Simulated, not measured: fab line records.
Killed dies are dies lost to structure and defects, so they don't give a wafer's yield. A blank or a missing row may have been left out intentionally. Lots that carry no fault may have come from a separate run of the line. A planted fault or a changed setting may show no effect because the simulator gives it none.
8D (eight disciplines) problem report, filled in by code    flow berkeley cmos170    the parts of the form that need people (team, actions taken, sign-off) are left out

1. WHAT IS WRONG
Wafers free of any fault read 703 nm (standard deviation 5.7) for CONTACT_PSG_THK at UCB170_CONTACT_THK_MEAS_02, against a mean of 627 nm on 6 wafers of 2 lots. Relative to the usual mean, that is a shift of -13 standard deviations.
First seen on wafer L367.1, day 10 10:30, on film metro-03. Wafers with a number at this step in the record: 30, from 10 lots. By rule, "out" or "out of limits" means more than 4 standard deviations away from the usual mean. The other wafers with a number count as sound.

2. WHAT IT IS; WHAT IT IS NOT
question                     is                            is not
which readings at this step  CONTACT_PSG_THK               -
which lots                   L367, L368                    L355, L356, L357, L358, L359, L360, L374, L375
which wafers of those lots   all that have a number        -
read on which gauges         film metro-02, film metro-03  film metro-04
when                         from day 10 10:30             up to then (18 sound wafers); but 6 sound wafers of L374, L375 came after

3. WHAT RULES OUT EACH SUSPECT
Counting: a tool at any process step up to the reading remains a suspect when it ran all the lots that are out and ran no sound lot after the first of those.
- the gauge at UCB170_CONTACT_THK_MEAS_02 is ruled out. 2 gauges (film metro-02, film metro-03) read the wafers that are out.
- lpcvd-01 at UCB170_CONTACT_CVD_01 (deposits PSG from SiH4/O2/PH3, target thk 700 nm, time 2820 s): kept. Every lot that is out went through it, starting with L367 (day 10 08:43), and after that it ran no sound lot; the last sound lot it ran before then is L357 (day 9 00:13). On those wafers its own readings are out: o2 flow sccm.
The count leaves lpcvd-01 at UCB170_CONTACT_CVD_01.

4. THE CAUSE (what the simulator had put in)
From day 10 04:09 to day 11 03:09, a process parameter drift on lpcvd-01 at UCB170_CONTACT_CVD_01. Setting o2 flow sccm shifted by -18 from 90.
After counting, this tool was the only one left.

5. THE CHAIN OF EFFECTS, in route order
Each row: a reading whose mean over the struck wafers that have a number lies more than 3 standard deviations from the usual. Readings are gone through only where the record gives a usual standard deviation; hours: the median, over the lots, of the time from a lot's start at the first step in this table giving one to that lot's start at this step; sigmas: the change measured in usual standard deviations.
hours  step                        reading          usual      on struck wafers  change  sigmas
0      UCB170_CONTACT_CVD_01       o2 flow sccm     90.0 sccm  72.0              -18.0   -60
2      UCB170_CONTACT_THK_MEAS_02  CONTACT_PSG_THK  703 nm     627               -76     -13
It contains these process steps:
- UCB170_CONTACT_CVD_01: deposits PSG from SiH4/O2/PH3, target thk 700 nm, time 2820 s.

6. WHAT WOULD HAVE CAUGHT IT SOONER
In this record the first reading out of limits at a measuring or inspecting step was taken at day 10 10:30, 6 hours after the fault began at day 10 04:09.
The tool's own readings at UCB170_CONTACT_CVD_01 were out on every struck wafer that the step has a row for (o2 flow sccm): an alarm limit on them would have fired on the first of those.
Lots out: 2; all had begun UCB170_CONTACT_CVD_01 on lpcvd-01 by day 10 10:30. A hold on the tool at that time would have spared none of them.
